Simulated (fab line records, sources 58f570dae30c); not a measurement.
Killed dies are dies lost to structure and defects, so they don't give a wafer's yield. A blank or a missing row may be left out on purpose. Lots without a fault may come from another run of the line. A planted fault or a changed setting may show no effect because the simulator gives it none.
Problem report in the 8D (eight disciplines) form, filled by code | flow berkeley_cmos170 | the parts of the form that need people (team, actions taken, sign-off) are left out

1. THE PROBLEM
NSD_TW at UCB170_NSD_TW_MEAS_10 reads a mean of 4369 on 6 wafers of 2 lots; wafers without a fault read 4202 with a standard deviation of 28. That is +6.0 standard deviations from the usual mean.
First seen on wafer L852.1, day 11 00:17, on film_metro-04. The record holds 42 wafers of 14 lots with a number at this step. Rule for "out", or "out of limits": more than 4 standard deviations from the usual mean. The other wafers with a number count as sound.

2. WHAT IT IS AND WHAT IT IS NOT
question                    | is                     | is not
which readings at this step | NSD_TW                 | -
which lots                  | L852, L854             | L839, L840, L842, L844, L845, L848, L850, L856, L859, L860, L861, L862
which wafers of those lots  | all that have a number | -
read on which gauges        | film_metro-04          | film_metro-02, film_metro-03
when                        | from day 11 00:17      | up to then (21 sound wafers); but 15 sound wafers of L856, L859, L860, L861, L862 came after

3. SUSPECTS, AND WHAT RULES EACH OUT
Counting: a tool at a process step up to the reading stays a suspect if it ran every lot that is out and no sound lot after the first of them.
- the gauge at UCB170_NSD_TW_MEAS_10: ruled out. All the wafers that are out were read on film_metro-04, but those of them that UCB170_NSD_IMPLANT_08 has rows for are out there too, on other tools.
- implanter-02 at UCB170_NSD_IMPLANT_08: kept. It ran every lot that is out, first L852 (day 11 00:02), and no sound lot after that; its last sound lot up to then is L845 (day 9 10:18). Its own readings are out on those wafers: dose_ions_cm2, end_station_pressure_torr, faraday_current_uA.
- plasma_asher-02 at UCB170_NSD_STRIP_09 (strips in O2): ruled out as a lasting fault. Sound lots L861, L862 ran on it after its first lot that is out, L852 (day 11 00:11).
Left after counting: implanter-02 at UCB170_NSD_IMPLANT_08.

4. THE CAUSE (what the simulator had put in)
Process parameter drift: implanter-02, from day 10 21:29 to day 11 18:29, at UCB170_NSD_IMPLANT_08. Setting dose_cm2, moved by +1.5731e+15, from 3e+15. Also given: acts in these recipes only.
Counting left only this tool.

5. THE CHAIN OF EFFECTS, in route order
Each row: a reading whose mean over the struck wafers that have a number lies more than 3 standard deviations from the usual. Only readings for which the record gives a usual standard deviation are gone through. hours: the time from each lot's start at the first step in this table that gives one to its start at this step, as a median over the lots. sigmas: the change in usual standard deviations.
hours | step                       | reading                   | usual         | on struck wafers | change    | sigmas
0     | UCB170_NSD_IMPLANT_08      | dose_ions_cm2             | 3e+15         | 5e+15            | +2e+15    | +99 or more
0     | UCB170_NSD_IMPLANT_08      | end_station_pressure_torr | 1.25e-05 Torr | 1.62e-05         | +3.67e-06 | +5.4
0     | UCB170_NSD_IMPLANT_08      | faraday_current_uA        | 9266          | 13928            | +4662     | +26
0     | UCB170_NSD_STRIP_09        | oes_product_au            | 0.535 a.u.    | 0.505            | -0.030    | -6.7
0     | UCB170_NSD_STRIP_09        | strip_time_to_endpoint_s  | 35.86 s       | 40.05            | +4.19     | +58
0     | UCB170_NSD_TW_MEAS_10      | NSD_TW                    | 4202          | 4369             | +167      | +6.0
2     | UCB170_SDANNEAL_RS_MEAS_03 | NSD_RS                    | 37.24 ohm/sq  | 31.89            | -5.35     | -54
The process steps in it:
- UCB170_NSD_IMPLANT_08
- UCB170_NSD_STRIP_09: strips in O2.

6. WHAT WOULD HAVE CAUGHT IT SOONER
In this record the first reading out of limits at a measuring or inspecting step was taken at day 11 00:17, 3 hours after the fault began at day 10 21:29.
The tool's own readings at UCB170_NSD_IMPLANT_08 were out on every struck wafer that the step has a row for (dose_ions_cm2, end_station_pressure_torr, faraday_current_uA): an alarm limit on them would have fired on the first of those.
Of the lots that are out (2), L854 began UCB170_NSD_IMPLANT_08 on implanter-02 after day 11 00:17. A hold on the tool at that time would have spared it.
